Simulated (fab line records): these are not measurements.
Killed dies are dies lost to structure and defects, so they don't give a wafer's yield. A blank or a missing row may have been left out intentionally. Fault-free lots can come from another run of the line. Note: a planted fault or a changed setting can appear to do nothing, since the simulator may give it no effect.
Which tool did it? / flow berkeley_cmos170 / 14 lots, 42 wafers sampled, at 4 steps of a route of 331

== WHAT THE GAUGES READ, wafer by wafer ==
UCB170_CONTACT_THK_MEAS_02. Usual: CONTACT_PSG_THK typically reads 703 nm, with standard deviation 8.4.
lot=L856; measured=day 7 05:17; on=film_metro-03; CONTACT_PSG_THK (nm)=694 697 696; flag=
lot=L857; measured=day 7 08:30; on=film_metro-03; CONTACT_PSG_THK (nm)=712 713 712; flag=
lot=L858; measured=day 7 08:34; on=film_metro-02; CONTACT_PSG_THK (nm)=711 713 706; flag=
lot=L859; measured=day 7 16:11; on=film_metro-02; CONTACT_PSG_THK (nm)=700 705 700; flag=
lot=L861; measured=day 7 16:11; on=film_metro-01; CONTACT_PSG_THK (nm)=709 712 710; flag=
lot=L862; measured=day 8 03:33; on=film_metro-03; CONTACT_PSG_THK (nm)=707 711 713; flag=
lot=L865; measured=day 8 14:16; on=film_metro-03; CONTACT_PSG_THK (nm)=702 707 703; flag=
lot=L863; measured=day 8 14:16; on=film_metro-01; CONTACT_PSG_THK (nm)=706 706 703; flag=
lot=L869; measured=day 9 10:45; on=film_metro-03; CONTACT_PSG_THK (nm)=694 697 694; flag=
lot=L866; measured=day 9 10:47; on=film_metro-02; CONTACT_PSG_THK (nm)=694 685 686; flag=
lot=L868; measured=day 9 10:51; on=film_metro-02; CONTACT_PSG_THK (nm)=690 692 698; flag=
lot=L867; measured=day 9 10:49; on=film_metro-03; CONTACT_PSG_THK (nm)=697 700 703; flag=
lot=L870; measured=day 9 19:46; on=film_metro-02; CONTACT_PSG_THK (nm)=690 692 696; flag=
lot=L877; measured=day 10 23:28; on=film_metro-03; CONTACT_PSG_THK (nm)=697 700 699; flag=

UCB170_CONTACT_CD_MEAS_15: the cd target is 700 nm. Usual: cd_nm at 700.1 nm, with a standard deviation of 1.3.
lot=L856; measured=day 7 07:49; on=cd_sem-01; cd_nm (nm)=700.4 700.6 700.5; flag=
lot=L857; measured=day 7 13:19; on=cd_sem-01; cd_nm (nm)=701.0 700.2 699.5; flag=
lot=L858; measured=day 7 13:29; on=cd_sem-01; cd_nm (nm)=700.4 699.4 699.5; flag=
lot=L859; measured=day 7 18:23; on=cd_sem-01; cd_nm (nm)=699.1 697.9 697.8; flag=
lot=L861; measured=day 7 18:02; on=cd_sem-02; cd_nm (nm)=700.7 701.0 700.0; flag=
lot=L862; measured=day 8 07:10; on=cd_sem-02; cd_nm (nm)=700.6 702.4 701.2; flag=
lot=L865; measured=day 8 18:43; on=cd_sem-01; cd_nm (nm)=699.9 700.2 699.8; flag=
lot=L863; measured=day 8 18:35; on=cd_sem-02; cd_nm (nm)=698.0 698.8 698.9; flag=
lot=L869; measured=day 9 14:34; on=cd_sem-01; cd_nm (nm)=700.5 700.6 700.5; flag=
lot=L866; measured=day 9 14:50; on=cd_sem-02; cd_nm (nm)=700.8 702.7 702.7; flag=
lot=L868; measured=day 9 15:34; on=cd_sem-02; cd_nm (nm)=702.1 701.3 701.3; flag=
lot=L867; measured=day 9 15:25; on=cd_sem-01; cd_nm (nm)=699.3 699.9 699.9; flag=
lot=L870; measured=day 9 21:47; on=cd_sem-01; cd_nm (nm)=702.9 701.8 699.8; flag=
lot=L877; measured=day 11 01:40; on=cd_sem-01; cd_nm (nm)=697.7 697.4 698.8; flag=

== TOOL THAT RAN EACH LOT (tool first, then ch and the chambers of the sampled wafers, then the start) ==
lot=L856; UCB170_GATE_ETCH_14=rie_diel-02 ch 0,3, day 6 12:29; UCB170_SILICIDE_RTA_04=rtp_anneal-01 ch 0, day 7 03:12
lot=L857; UCB170_GATE_ETCH_14=rie_diel-01 ch 0,1,2, day 6 12:44; UCB170_SILICIDE_RTA_04=rtp_anneal-01 ch 0, day 7 04:02
lot=L858; UCB170_GATE_ETCH_14=rie_diel-03 ch 2,3, day 6 12:58; UCB170_SILICIDE_RTA_04=rtp_anneal-02 ch 0, day 7 03:39
lot=L859; UCB170_GATE_ETCH_14=rie_diel-02 ch 0,2,3, day 6 22:04; UCB170_SILICIDE_RTA_04=rtp_anneal-02 ch 0, day 7 13:49
lot=L861; UCB170_GATE_ETCH_14=rie_diel-01 ch 0,1, day 6 22:25; UCB170_SILICIDE_RTA_04=rtp_anneal-01 ch 0, day 7 14:02
lot=L862; UCB170_GATE_ETCH_14=rie_diel-02 ch 1,2, day 7 11:13; UCB170_SILICIDE_RTA_04=rtp_anneal-01 ch 0, day 8 01:30
lot=L865; UCB170_GATE_ETCH_14=rie_diel-01 ch 0,1,3, day 7 18:59; UCB170_SILICIDE_RTA_04=rtp_anneal-01 ch 0, day 8 11:20
lot=L863; UCB170_GATE_ETCH_14=rie_diel-03 ch 2,3, day 7 19:16; UCB170_SILICIDE_RTA_04=rtp_anneal-01 ch 0, day 8 10:49
lot=L869; UCB170_GATE_ETCH_14=rie_diel-01 ch 0,2,3, day 8 14:33; UCB170_SILICIDE_RTA_04=rtp_anneal-01 ch 0, day 9 06:31
lot=L866; UCB170_GATE_ETCH_14=rie_diel-03 ch 0,1,3, day 8 14:49; UCB170_SILICIDE_RTA_04=rtp_anneal-02 ch 0, day 9 07:05
lot=L868; UCB170_GATE_ETCH_14=rie_diel-02 ch 1,2, day 8 15:36; UCB170_SILICIDE_RTA_04=rtp_anneal-01 ch 0, day 9 07:23
lot=L867; UCB170_GATE_ETCH_14=rie_diel-03 ch 0,2,3, day 8 15:50; UCB170_SILICIDE_RTA_04=rtp_anneal-01 ch 0, day 9 06:58
lot=L870; UCB170_GATE_ETCH_14=rie_diel-03 ch 1,2, day 9 01:14; UCB170_SILICIDE_RTA_04=rtp_anneal-02 ch 0, day 9 17:01
lot=L877; UCB170_GATE_ETCH_14=rie_diel-02 ch 0,1,2, day 10 02:19; UCB170_SILICIDE_RTA_04=rtp_anneal-02 ch 0, day 10 20:18
- UCB170_GATE_ETCH_14: etches BARC in N2/H2.
- UCB170_SILICIDE_RTA_04: time 15 s.

== AS READ BY THE TOOLS THEMSELVES (means over the sampled wafers that have a number; for cases with no such wafer, the mark the record gives instead) ==
UCB170_GATE_ETCH_14. Usual: drypump_motor_current_A 5.7 A, standard deviation 0.37; oes_product_au 1.004 a.u., standard deviation 0.014; throttle_valve_pct 13.22 %, standard deviation 0.17.
lot=L856; tool=rie_diel-02; drypump_motor_current_A (A)=5.5; oes_product_au (a.u.)=1.017; throttle_valve_pct (%)=13.21; flag=
lot=L857; tool=rie_diel-01; drypump_motor_current_A (A)=5.8; oes_product_au (a.u.)=1.007; throttle_valve_pct (%)=13.18; flag=
lot=L858; tool=rie_diel-03; drypump_motor_current_A (A)=5.8; oes_product_au (a.u.)=0.998; throttle_valve_pct (%)=13.33; flag=
lot=L859; tool=rie_diel-02; drypump_motor_current_A (A)=5.4; oes_product_au (a.u.)=1.016; throttle_valve_pct (%)=13.24; flag=
lot=L861; tool=rie_diel-01; drypump_motor_current_A (A)=5.7; oes_product_au (a.u.)=1.001; throttle_valve_pct (%)=13.12; flag=
lot=L862; tool=rie_diel-02; drypump_motor_current_A (A)=5.4; oes_product_au (a.u.)=1.006; throttle_valve_pct (%)=13.15; flag=
lot=L865; tool=rie_diel-01; drypump_motor_current_A (A)=5.7; oes_product_au (a.u.)=1.003; throttle_valve_pct (%)=13.10; flag=
lot=L863; tool=rie_diel-03; drypump_motor_current_A (A)=5.8; oes_product_au (a.u.)=1.003; throttle_valve_pct (%)=13.33; flag=
lot=L869; tool=rie_diel-01; drypump_motor_current_A (A)=5.7; oes_product_au (a.u.)=1.011; throttle_valve_pct (%)=13.20; flag=
lot=L866; tool=rie_diel-03; drypump_motor_current_A (A)=5.3; oes_product_au (a.u.)=0.984; throttle_valve_pct (%)=13.42; flag=
lot=L868; tool=rie_diel-02; drypump_motor_current_A (A)=5.4; oes_product_au (a.u.)=1.000; throttle_valve_pct (%)=13.15; flag=
lot=L867; tool=rie_diel-03; drypump_motor_current_A (A)=5.6; oes_product_au (a.u.)=0.995; throttle_valve_pct (%)=13.33; flag=
lot=L870; tool=rie_diel-03; drypump_motor_current_A (A)=6.0; oes_product_au (a.u.)=0.983; throttle_valve_pct (%)=13.39; flag=
lot=L877; tool=rie_diel-02; drypump_motor_current_A (A)=5.5; oes_product_au (a.u.)=1.009; throttle_valve_pct (%)=13.10; flag=

UCB170_SILICIDE_RTA_04. Usual: lamp_power_pct 11.6 %, standard deviation 1.3; wafer_temp_C_max 654.6, standard deviation 1.2.
lot=L856; tool=rtp_anneal-01; lamp_power_pct (%)=12.4; wafer_temp_C_max=654.0; flag=
lot=L857; tool=rtp_anneal-01; lamp_power_pct (%)=12.4; wafer_temp_C_max=653.5; flag=
lot=L858; tool=rtp_anneal-02; lamp_power_pct (%)=9.6; wafer_temp_C_max=655.6; flag=
lot=L859; tool=rtp_anneal-02; lamp_power_pct (%)=9.6; wafer_temp_C_max=655.8; flag=
lot=L861; tool=rtp_anneal-01; lamp_power_pct (%)=12.4; wafer_temp_C_max=653.9; flag=
lot=L862; tool=rtp_anneal-01; lamp_power_pct (%)=12.4; wafer_temp_C_max=654.0; flag=
lot=L865; tool=rtp_anneal-01; lamp_power_pct (%)=12.4; wafer_temp_C_max=654.3; flag=
lot=L863; tool=rtp_anneal-01; lamp_power_pct (%)=12.4; wafer_temp_C_max=653.3; flag=
lot=L869; tool=rtp_anneal-01; lamp_power_pct (%)=12.4; wafer_temp_C_max=654.1; flag=
lot=L866; tool=rtp_anneal-02; lamp_power_pct (%)=9.6; wafer_temp_C_max=655.1; flag=
lot=L868; tool=rtp_anneal-01; lamp_power_pct (%)=11.4; wafer_temp_C_max=629.5; flag=OFF
lot=L867; tool=rtp_anneal-01; lamp_power_pct (%)=11.4; wafer_temp_C_max=629.9; flag=OFF
lot=L870; tool=rtp_anneal-02; lamp_power_pct (%)=9.6; wafer_temp_C_max=656.0; flag=
lot=L877; tool=rtp_anneal-02; lamp_power_pct (%)=9.6; wafer_temp_C_max=656.3; flag=

== THE ANSWER, worked out from the rows above alone ==
Rule: take the mean of a lot's wafers that have a number; if it is more than 3 standard deviations from the usual mean, the lot is off. A lot without any number at a reading at which 4 lots or more have one is off too. All remaining lots with rows at the step are treated as sound. The gauges are gone through in route order, then the tools' own readings, and for those a lot's mean is taken as printed above. The first step at which some lot is off is used, and at that step the reading that is off furthest; a lot without a number counts as furthest.
Off at UCB170_SILICIDE_RTA_04 (wafer_temp_C_max): L868, L867.
A tool fits if, at that step or a process step before it, it ran every lot that is off, and no sound lot after the first of them. One fits: UCB170_SILICIDE_RTA_04 on rtp_anneal-01. A fault onset in the window from L869 (day 9 06:31, its last sound lot) to L867 (day 9 06:58, its first lot off) fits.
On the lots that are off, the tool's own readings at UCB170_SILICIDE_RTA_04 differ by more than 5 times the standard deviation of the sound lots' means, which bears it out; wafer_temp_C_max reads 629.7 there versus 654.7 on the sound lots.

== WHAT THE SIMULATOR HAD INSERTED ==
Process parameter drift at UCB170_SILICIDE_RTA_04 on rtp_anneal-01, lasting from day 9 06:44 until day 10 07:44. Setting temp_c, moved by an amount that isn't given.
Shown lots that were struck: L867, L868. Same finding as the rule above.
